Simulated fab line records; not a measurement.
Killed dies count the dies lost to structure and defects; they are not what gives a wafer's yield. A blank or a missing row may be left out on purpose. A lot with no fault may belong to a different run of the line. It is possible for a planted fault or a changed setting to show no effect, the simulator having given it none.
Matching of chambers	flow berkeley cmos170	3 sister chambers for UCB170_SPACER_CVD_00 on pecvd-03
The step deposits SiO2 from TEOS/O2, target thk 376 nm, time 47 s. 6 wafers are shown with their chamber, then 8 later ones without.

== WAFERS, EACH WITH ITS CHAMBER ==
wafer	chamber	heater power w (W)
L268.2	1	268
L268.3	2	268
L268.6	1	288
L270.4	2	202
L270.5	0	263
L275.1	0	256

== WAFERS MISSING THEIR CHAMBER ==
wafer	heater power w (W)
L275.5	263
L275.6	362
L276.2	259
L276.3	209
L276.5	228
L282.1	369
L282.4	296
L282.5	266

== CHAMBER TAKEN BY EACH ==
wafer	from the rows above	in truth
L275.5	can't be placed: 0 or 1 or 2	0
L275.6	can't be placed: 1 or 0 or 2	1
L276.2	can't be placed: 0 or 1 or 2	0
L276.3	can't be placed: 2 or 0 or 1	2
L276.5	can't be placed: 2 or 0 or 1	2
L282.1	can't be placed: 1 or 0 or 2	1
L282.4	can't be placed: 1 or 0 or 2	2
L282.5	can't be placed: 0 or 1 or 2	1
0 of 8 placed correctly. From these rows, 8 cannot be placed; in 8 the true chamber is one of the candidates. 0 placed wrongly.
How it was worked out, from the rows above alone: a wafer's distance from a chamber is the root of the sum, over the readings, of the square of ((its reading less the chamber's mean) divided by the reading's scatter). If the next closest chamber is less than 2 further off than the closest, the wafer can't be placed; otherwise it belongs to the closest. For every chamber, the mean is computed from those of its wafers that are shown. How the scatter is found: for the shown wafers, subtract from each reading the mean of its chamber, square and add these, divide the total by (wafers less chambers), then take the root.
